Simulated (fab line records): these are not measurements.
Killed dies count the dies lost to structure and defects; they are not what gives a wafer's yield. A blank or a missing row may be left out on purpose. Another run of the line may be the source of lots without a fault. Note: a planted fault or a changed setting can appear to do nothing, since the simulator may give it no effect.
Check for tools in common    flow rit cmos    Sample size 14 lots and 42 wafers

THE REASON FOR OPENING IT
Of 14 lots, 2 have the reading GATE_OXIDE_THK flagged at RIT_GATE_THK_MEAS_07. Fault-free wafers read 3.00 nm, with a standard deviation of 0.054.
Rule: a lot gets a flag if all its wafers with a number sit over 4 standard deviations from that mean, or if no wafer of it has a number. The rest of the lots are taken to be sound.

lot   measured     on             GATE_OXIDE_THK (nm), wafer by wafer  flag
L968  day 2 09:24  film metro-03  3.00 3.05 3.03                       
L970  day 2 19:55  film metro-04  3.05 3.07 3.08                       
L972  day 3 09:04  film metro-03  3.13 3.05 3.02                       
L973  day 3 10:55  film metro-03  2.99 2.99 3.04                       
L976  day 4 02:45  film metro-03  3.03 2.99 3.08                       
L977  day 4 08:16  film metro-04  2.90 2.98 2.90                       
L978  day 4 11:32  film metro-03  2.94 2.91 2.95                       
L979  day 4 17:07  film metro-03  3.03 2.98 2.94                       
L981  day 5 02:52  film metro-04  3.03 2.99 2.98                       
L982  day 5 07:57  film metro-01  4.04 4.05 3.99                       FLAGGED
L984  day 5 18:53  film metro-01  2.91 2.91 2.88                       
L986  day 6 04:08  film metro-03  3.02 3.00 2.98                       
L987  day 6 09:08  film metro-01  4.05 4.01 4.10                       FLAGGED
L991  day 7 09:40  film metro-01  2.94 3.02 3.02                       
Average over the flagged lots: 4.04 nm; offset from the usual +1.04 nm, equal to +19 standard deviations.

WHICH TOOL RAN EACH LOT
The record holds 1 process step before the reading, out of a route of 202 steps. Cell contents, in order: the tool; ch with the chambers the sampled wafers went through; the start.
lot   flag     RIT_GATE_OXIDATION_05
L968           furnace-02 ch 0, day 2 08:03
L970           furnace-01 ch 0, day 2 18:35
L972           furnace-04 ch 0, day 3 05:12
L973           furnace-02 ch 0, day 3 09:34
L976           furnace-01 ch 0, day 4 01:26
L977           furnace-02 ch 0, day 4 06:56
L978           furnace-02 ch 0, day 4 10:11
L979           furnace-01 ch 0, day 4 15:23
L981           furnace-04 ch 0, day 5 01:32
L982  FLAGGED  furnace-02 ch 0, day 5 06:38
L984           furnace-04 ch 0, day 5 17:32
L986           furnace-01 ch 0, day 6 02:47
L987  FLAGGED  furnace-02 ch 0, day 6 07:49
L991           furnace-01 ch 0, day 7 08:20
What these steps do:
- RIT_GATE_OXIDATION_05: target thk 3 nm, ox time 270 s.
- RIT_GATE_THK_MEAS_07

FLAGGED OVER TOTAL, TOOL BY TOOL (the gauges that took the reading come last)
step                   tool           lots run  flagged  share of the flagged lots  sound lots run after its first flagged lot
RIT_GATE_OXIDATION_05  furnace-01     5         0        none                       -
RIT_GATE_OXIDATION_05  furnace-02     6         2        all                        0
RIT_GATE_OXIDATION_05  furnace-04     3         0        none                       -
RIT_GATE_THK_MEAS_07   film metro-01  4         2        all                        2 (L984,L991)
RIT_GATE_THK_MEAS_07   film metro-03  7         0        none                       -
RIT_GATE_THK_MEAS_07   film metro-04  3         0        none                       -

WHAT THE TABLE PERMITS
Table rows that saw every flagged lot: 2, namely furnace-02 at RIT_GATE_OXIDATION_05 and film metro-01 at RIT_GATE_THK_MEAS_07.
- furnace-02 at RIT_GATE_OXIDATION_05: 2 of its 6 lots flagged. Its last sound lot is L978 (day 4 10:11), its first flagged lot L982 (day 5 06:38): a fault that began between those two fits.
- film metro-01 at RIT_GATE_THK_MEAS_07: 2 of its 4 lots flagged. After the first flagged lot (L984, L991), sound lots still ran on it; a lasting fault on the whole tool would not permit that.
One tool is left: furnace-02 at RIT_GATE_OXIDATION_05.

WHAT WAS PUT IN BY THE SIMULATOR
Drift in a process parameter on furnace-02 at RIT_GATE_OXIDATION_05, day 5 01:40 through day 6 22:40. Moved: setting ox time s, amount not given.
Shown lots that were struck: L982, L987. The rule above found the same.
